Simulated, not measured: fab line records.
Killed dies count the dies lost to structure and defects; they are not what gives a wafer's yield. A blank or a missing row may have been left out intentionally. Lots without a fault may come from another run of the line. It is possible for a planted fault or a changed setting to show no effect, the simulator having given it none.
2 desks, one fault || flow rit-cmos || numbers are kept per desk, each desk with only its own; the story behind them comes last

## METROLOGY DESK
What the gauges read, lot by lot, whatever tool the lot ran on: means of the sampled wafers that have a number. If a lot's mean is further than 4 standard deviations from the usual mean, the lot is out of limits and carries the mark OUT (the distance appears in the brackets).
Columns: A = PWELL_TW at RIT_PWELL_TW_MEAS_10, usual 958; B = PWELL_RS at RIT_WELLDRIVE_RS_MEAS_02, usual 429.4 ohm/sq; C = FIELD_OXIDE_LEFT_2_THK at RIT_FOX2_THK_MEAS_91, usual 255 nm; D = GATE_OVL at RIT_GATE_OVL_MEAS_17, usual -1.4 nm
{"lot": "L384", "first seen here": "day 2 00:26", "A": 963, "B": 430.8, "C": 259, "D": 0.2}
{"lot": "L385", "first seen here": "day 2 06:52", "A": 964, "B": 428.2, "C": 250, "D": -0.8}
{"lot": "L386", "first seen here": "day 2 11:47", "A": 966, "B": 428.2, "C": 249, "D": 0.9}
{"lot": "L387", "first seen here": "day 2 14:28", "A": 970, "B": 428.7, "C": 253, "D": 1.1}
{"lot": "L389", "first seen here": "day 3 02:22", "A": 941, "B": 429.0, "C": 251, "D": -1.2}
{"lot": "L390", "first seen here": "day 3 06:01", "A": 945, "B": 427.5, "C": 252, "D": -2.6}
{"lot": "L392", "first seen here": "day 3 18:51", "A": 942, "B": 429.5, "C": 249, "D": 1.2}
{"lot": "L393", "first seen here": "day 3 23:15", "A": 966, "B": 430.7, "C": 254, "D": -2.5}
{"lot": "L394", "first seen here": "day 4 01:20", "A": 957, "B": 428.8, "C": 255, "D": -0.9}
{"lot": "L396", "first seen here": "day 4 12:41", "A": 969, "B": 428.7, "C": 249, "D": -1.2}
{"lot": "L397", "first seen here": "day 4 17:32", "A": 953, "B": 428.3, "C": 254, "D": -1.3}
{"lot": "L398", "first seen here": "day 4 22:25", "A": "916 (-4.8) OUT", "B": "460.8 (+24) OUT", "C": 262, "D": -2.1}
{"lot": "L399", "first seen here": "day 5 03:26", "A": 962, "B": 431.2, "C": 257, "D": -1.6}
{"lot": "L401", "first seen here": "day 5 13:00", "A": 924, "B": "462.2 (+25) OUT", "C": 263, "D": 0.6}
This desk's finding: out of limits on L398, L401; first on L398, day 4 22:25 (PWELL_TW at RIT_PWELL_TW_MEAS_10). Within limits: L384, L385, L386, L387, L389, L390, L392, L393, L394, L396, L397, L399.

## AT THE TOOL OWNER'S DESK: implanter-03
The tool's own readings at RIT_PWELL_IMPLANT_08, given as means over the sampled wafers that have a number, one for each lot that went through this tool. If a lot's mean is further than 4 standard deviations from the usual mean, the lot is out of limits and carries the mark OUT (the distance appears in the brackets).
Columns: A = beam-on-s at RIT_PWELL_IMPLANT_08, usual 10.01 s; B = dose-ions-cm2 at RIT_PWELL_IMPLANT_08, usual 6.998e+13; C = faraday-current-uA at RIT_PWELL_IMPLANT_08, usual 222
{"lot": "L385", "first seen here": "day 2 06:32", "A": 9.82, "B": 6.998e+13, "C": 226}
{"lot": "L386", "first seen here": "day 2 11:31", "A": 9.79, "B": 6.997e+13, "C": 227}
{"lot": "L389", "first seen here": "day 3 02:02", "A": 10.02, "B": 6.999e+13, "C": 222}
{"lot": "L393", "first seen here": "day 3 22:56", "A": 10.02, "B": 7.008e+13, "C": 222}
{"lot": "L397", "first seen here": "day 4 17:12", "A": 10.02, "B": 7.005e+13, "C": 222}
{"lot": "L398", "first seen here": "day 4 22:06", "A": "9.01 (-5.0) OUT", "B": 6.994e+13, "C": "246 (+5.5) OUT"}
{"lot": "L401", "first seen here": "day 5 12:41", "A": "9.04 (-4.9) OUT", "B": 6.996e+13, "C": "246 (+5.5) OUT"}
This desk's verdict: out of limits on L398, L401, starting with L398 at day 4 22:06 (beam-on-s at RIT_PWELL_IMPLANT_08). Within limits: L385, L386, L389, L393, L397.

## BROUGHT TOGETHER
At day 4 22:06, on L398, L401, the tool owner's desk was in a position to raise an alarm.
The metrology desk could have raised an alarm at day 4 22:25, on L398, L401.
All the named lots went through RIT_PWELL_IMPLANT_08 on implanter-03.

## WHAT THE SIMULATOR PUT IN
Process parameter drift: implanter-03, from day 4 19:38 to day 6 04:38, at RIT_PWELL_IMPLANT_08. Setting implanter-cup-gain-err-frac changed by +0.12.
Shown lots that were struck: L398, L401.
Hours from the fault's start to each desk's first reading out of limits: the tool owner's desk, 2; the metrology desk, 3.
